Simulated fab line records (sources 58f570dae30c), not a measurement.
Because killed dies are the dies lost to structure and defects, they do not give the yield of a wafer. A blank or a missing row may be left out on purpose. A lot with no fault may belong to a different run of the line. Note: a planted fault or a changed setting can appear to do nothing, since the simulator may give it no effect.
What tool caused it? ; flow berkeley_cmos170 ; Sampling: 13 lots, 39 wafers, 5 of 331 route steps

== WHAT THE GAUGES READ, wafer by wafer ==
UCB170_M1_CD_MEAS_09 targets a cd of 700 nm.
lot;measured;on;cd_nm (nm)
L643;day 8 11:10;cd_sem-01;700.7 700.6 699.7
L644;day 8 14:35;cd_sem-02;699.9 701.5 700.9
L645;day 9 04:13;cd_sem-01;698.0 699.3 699.0
L646;day 9 04:29;cd_sem-02;700.6 699.5 699.3
L650;day 9 22:12;cd_sem-02;699.7 697.9 698.5
L654;day 10 16:13;cd_sem-02;698.9 698.7 698.6
L655;day 10 16:34;cd_sem-02;697.6 697.6 698.7
L656;day 10 17:26;cd_sem-02;699.0 700.1 698.8
L657;day 11 00:56;cd_sem-01;698.5 699.4 698.7
L658;day 11 09:26;cd_sem-02;616.7 616.6 616.9 616.6 616.5 616.4
L662;day 11 12:48;cd_sem-02;700.2 701.0 701.2
L661;day 11 12:55;cd_sem-01;697.9 698.1 697.3
L666;day 12 16:26;cd_sem-01;698.9 698.3 700.5

UCB170_V1_THK_MEAS_01.
lot;measured;on;V1_TEOS_THK (nm)
L643;day 8 17:43;film_metro-04;1992 2034 2024
L644;day 8 17:47;film_metro-04;1984 1963 2003
L645;day 9 06:30;film_metro-04;1977 1980 1958
L646;day 9 08:46;film_metro-04;1986 1996 2013
L650;day 10 02:53;film_metro-02;1997 2010 2019
L654;day 10 22:17;film_metro-03;1980 2005 2015
L655;day 10 22:17;film_metro-04;2001 2005 2047
L656;day 10 22:27;film_metro-04;1998 2023 2060
L657;day 11 05:15;film_metro-03;1993 2019 2003
L662;day 11 16:25;film_metro-03;2002 2024 2008
L661;day 11 16:25;film_metro-02;1996 1976 2004
L666;day 12 22:04;film_metro-04;2006 2064 2025

== TOOL THAT RAN EACH LOT (tool first, then ch and the chambers of the sampled wafers, then the start) ==
lot;UCB170_CONTACT_STRIP_19;UCB170_M1_EXPOSE_06;UCB170_M1_STRIP_13
L643;plasma_asher-04 ch 0,1, day 8 09:42;krf_scanner-02 ch 0, day 8 10:47;plasma_asher-03 ch 0,1, day 8 11:31
L644;plasma_asher-02 ch 0,1, day 8 11:53;krf_scanner-01 ch 0, day 8 13:53;plasma_asher-03 ch 0,1, day 8 15:02
L645;plasma_asher-01 ch 0,1, day 9 01:47;krf_scanner-01 ch 0, day 9 03:31;plasma_asher-03 ch 0,1, day 9 04:33
L646;plasma_asher-04 ch 0,1, day 9 01:50;krf_scanner-02 ch 0, day 9 03:46;plasma_asher-03 ch 0,1, day 9 04:49
L650;plasma_asher-01 ch 0,1, day 9 19:16;krf_scanner-01 ch 0, day 9 21:02;plasma_asher-04 ch 0,1, day 9 22:31
L654;plasma_asher-02 ch 0,1, day 10 13:50;krf_scanner-01 ch 0, day 10 15:28;plasma_asher-04 ch 0,1, day 10 16:32
L655;plasma_asher-04 ch 0,1, day 10 14:35;krf_scanner-02 ch 0, day 10 16:09;plasma_asher-04 ch 0,1, day 10 16:55
L656;plasma_asher-02 ch 0,1, day 10 15:42;krf_scanner-02 ch 0, day 10 17:02;plasma_asher-02 ch 0,1, day 10 17:47
L657;plasma_asher-02 ch 0,1, day 10 22:32;krf_scanner-01 ch 0, day 11 00:04;plasma_asher-04 ch 0,1, day 11 01:16
L658;plasma_asher-02 ch 0,1, day 11 04:14;krf_scanner-01 ch 0, day 11 07:31;-
L662;plasma_asher-02 ch 0,1, day 11 08:58;krf_scanner-02 ch 0, day 11 11:29;plasma_asher-02 ch 0,1, day 11 13:07
L661;plasma_asher-01 ch 0,1, day 11 09:29;krf_scanner-02 ch 0, day 11 11:45;plasma_asher-04 ch 0,1, day 11 13:16
L666;plasma_asher-01 ch 0,1, day 12 13:58;krf_scanner-01 ch 0, day 12 15:52;plasma_asher-02 ch 0,1, day 12 16:48
- UCB170_CONTACT_STRIP_19: strips in O2.
- UCB170_M1_EXPOSE_06: exposes mask METAL1, target cd 700 nm.
- UCB170_M1_STRIP_13: strips in O2.

== WHAT THE TOOLS THEMSELVES READ (means of the sampled wafers that have a number; where no wafer has one, the mark that the record gives instead) ==
UCB170_CONTACT_STRIP_19.
lot;tool;drypump_motor_current_A (A);oes_product_au (a.u.)
L643;plasma_asher-04;5.5;0.726
L644;plasma_asher-02;5.9;0.728
L645;plasma_asher-01;5.9;0.727
L646;plasma_asher-04;5.5;0.726
L650;plasma_asher-01;6.3;0.729
L654;plasma_asher-02;5.9;0.728
L655;plasma_asher-04;5.5;0.727
L656;plasma_asher-02;5.9;0.724
L657;plasma_asher-02;5.9;0.722
L658;plasma_asher-02;5.9;0.728
L662;plasma_asher-02;5.3;0.727
L661;plasma_asher-01;6.3;0.725
L666;plasma_asher-01;5.9;0.727

UCB170_M1_STRIP_13.
lot;tool;drypump_motor_current_A (A);oes_product_au (a.u.)
L643;plasma_asher-03;5.8;0.718
L644;plasma_asher-03;5.8;0.722
L645;plasma_asher-03;5.7;0.718
L646;plasma_asher-03;5.8;0.722
L650;plasma_asher-04;5.5;0.723
L654;plasma_asher-04;5.5;0.716
L655;plasma_asher-04;5.5;0.724
L656;plasma_asher-02;5.3;0.722
L657;plasma_asher-04;5.5;0.717
L662;plasma_asher-02;5.3;0.725
L661;plasma_asher-04;5.5;0.720
L666;plasma_asher-02;5.3;0.716

== THE ANSWER, worked out from the rows above alone ==
Rule: what is usual is taken from the lots themselves. Put in order of their means at a reading, lots are off if they are a third of the lots or fewer, leave a main group of 4 or more, and stand apart from it by a gap of 3 or more times the standard deviation of the main group's means; of several such gaps the widest counts. If all means in a main group match to the digits the tables above print for the reading, that group is not used. A lot without any number at a reading at which 4 lots or more have one is off too. The other lots that the step has rows for count as sound. The gauges are gone through in route order, then the tools' own readings, and for those a lot's mean is taken as printed above. At the first step where some lot is off, the reading lying furthest off is the one used; lots without a number count as furthest.
Off, at UCB170_M1_CD_MEAS_09 on cd_nm: L658. The main group: mean 699.3 nm, standard deviation 0.96.
If a tool, at a process step before that reading, ran all the lots that are off and no sound lot after the first of them, it fits. Those tools and the gauges at UCB170_M1_CD_MEAS_09 are tried in the same way. No candidate that was tried fits.

== WHAT THE SIMULATOR HAD INSERTED ==
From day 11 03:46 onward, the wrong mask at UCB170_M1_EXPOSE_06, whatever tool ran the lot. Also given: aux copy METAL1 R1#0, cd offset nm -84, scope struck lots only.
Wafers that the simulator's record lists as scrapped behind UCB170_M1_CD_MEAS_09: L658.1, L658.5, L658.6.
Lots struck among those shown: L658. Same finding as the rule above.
